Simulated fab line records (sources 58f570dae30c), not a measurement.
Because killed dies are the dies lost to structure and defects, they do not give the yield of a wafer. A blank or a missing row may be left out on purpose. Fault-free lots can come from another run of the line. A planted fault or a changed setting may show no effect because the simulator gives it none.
Matching of chambers | flow berkeley cmos170 | rie diel-04 running UCB170_PWELL_ETCH_14: 4 sister chambers
The step etches Si3N4 in CH3F/Ar/O2, stops on SiO2, target depth 242 nm, time 151 s. 4 wafers are shown with their chamber, then 9 later ones without.

WAFERS PAIRED WITH THEIR CHAMBERS
wafer  | chamber | drypump motor current A (A)
L084.6 | 2       | 6.2
L089.3 | 0       | 5.8
L089.4 | 3       | 5.9
L089.6 | 1       | 6.3

WAFERS WITHOUT THEIR CHAMBER
wafer  | drypump motor current A (A)
L093.1 | 5.8
L093.3 | 6.3
L093.5 | 6.3
L097.1 | 6.3
L097.2 | 5.9
L097.3 | 6.1
L097.4 | 5.8
L097.5 | 6.3
L097.6 | 6.1

EACH ONE'S CHAMBER
wafer  | from the rows above | in truth
L093.1 | 0                   | 0
L093.3 | 1                   | 1
L093.5 | 1                   | 1
L097.1 | 1                   | 1
L097.2 | 3                   | 3
L097.3 | 2                   | 2
L097.4 | 0                   | 0
L097.5 | 1                   | 1
L097.6 | 2                   | 2
9 of 9 placed correctly. Number that these rows cannot place: 0. Number placed wrongly: 0.
How it was worked out, from the rows above alone: a wafer's distance from a chamber is the root of the sum, over the readings, of the square of ((its reading less the chamber's mean) divided by the reading's scatter). The wafer belongs to the nearest chamber; if the next one is less than 2 further off, it can't be placed. The mean given for a chamber averages the wafers shown for that chamber. The scatter (one wafer shown for each chamber): square how far every hidden wafer sits from the nearest shown wafer, average those squares and take the square root.
